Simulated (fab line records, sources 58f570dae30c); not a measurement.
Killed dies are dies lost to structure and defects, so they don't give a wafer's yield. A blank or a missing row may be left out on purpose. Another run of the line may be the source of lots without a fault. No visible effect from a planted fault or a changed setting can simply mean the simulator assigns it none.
Split-lot study + flow berkeleyCmos170 + route with 331 steps; 5 lots, 17 wafers read

== ON THE SPLIT ==
At UCB170_M3_COAT_10 (resist thk 900 nm), the setting spinRpm was moved away from the recipe's 1500 rpm on 8 of the 17 wafers read, by -5.5% to +4.9%. For the rest of the wafers, this setting stayed at what the recipe calls for.

The split's own step is where the reading is taken.

== THE READING ==
KrF_of_M3_COAT_10.thkNm (the simulator's own value, which no gauge read), in nm, at UCB170_M3_COAT_10 (resist thk 900 nm). There is no usual value for it anywhere in the file. Across the 9 wafers here that went through the recipe, the average is 902.3 nm and the standard deviation 3.4 nm.

| wafer  | tool, chamber at the split | spinRpm as run, rpm | against the recipe | KrF_of_M3_COAT_10.thkNm, nm | against lot-mates on the recipe |
|--------|----------------------------|---------------------|--------------------|-----------------------------|---------------------------------|
| L075.1 | lithoTrack-03, 0           | 1468                | -2.1%              | 918.2                       | +10.1                           |
| L075.2 | lithoTrack-03, 0           | 1468                | -2.1%              | 915.4                       | +7.3                            |
| L075.3 | lithoTrack-03, 0           | 1500                | recipe             | 906.9                       | -                               |
| L075.4 | lithoTrack-03, 0           | 1500                | recipe             | 909.3                       | -                               |
| L075.5 | lithoTrack-03, 0           | 1468                | -2.1%              | 917.3                       | +9.2                            |
| L079.2 | lithoTrack-03, 0           | 1573                | +4.9%              | 884.1                       | -19.7                           |
| L079.4 | lithoTrack-03, 0           | 1500                | recipe             | 903.8                       | -                               |
| L080.1 | lithoTrack-02, 0           | 1439                | -4.1%              | 918.6                       | +19.5                           |
| L080.3 | lithoTrack-02, 0           | 1439                | -4.1%              | 916.1                       | +17.0                           |
| L080.4 | lithoTrack-02, 0           | 1500                | recipe             | 900                         | -                               |
| L080.5 | lithoTrack-02, 0           | 1500                | recipe             | 898.2                       | -                               |
| L080.6 | lithoTrack-02, 0           | 1439                | -4.1%              | 916.5                       | +17.4                           |
| L081.2 | lithoTrack-04, 0           | 1500                | recipe             | 901.2                       | -                               |
| L081.4 | lithoTrack-04, 0           | 1500                | recipe             | 899.5                       | -                               |
| L081.5 | lithoTrack-04, 0           | 1500                | recipe             | 900.8                       | -                               |
| L085.2 | lithoTrack-04, 0           | 1418                | -5.5%              | 926.4                       | +25.1                           |
| L085.5 | lithoTrack-04, 0           | 1500                | recipe             | 901.3                       | -                               |

THE FIT
A straight line over all 17 wafers: KrF_of_M3_COAT_10.thkNm changes by -4.07 nm for each +1% of spinRpm; r = -0.94; the points scatter about the line by 3.8 nm.
The same after taking each lot's own level away (the mean of its wafers on the recipe; 17 wafers): -4.33 nm for each +1%; r = -0.99; scatter 1.1 nm.
According to that fit, moving spinRpm by its largest amount changes the reading by 24 nm.
The span of the lots' own levels, 899.10 to 908.10 nm, comes to 2.6 times the standard deviation stated above.
The two slopes are in agreement: the lot-to-lot level therefore moves the slope only a little.
Check: for one of the wafers moved furthest among these (-5.5%), held out of the fit, the line's prediction against its lot-mates is +23.4 nm. Against them it came out at +25.1 nm.

== FILE'S OWN FIT ==
KrF_of_M3_COAT_10.thkNm changes by -4.35 nm for each +1% of spinRpm, r = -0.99.
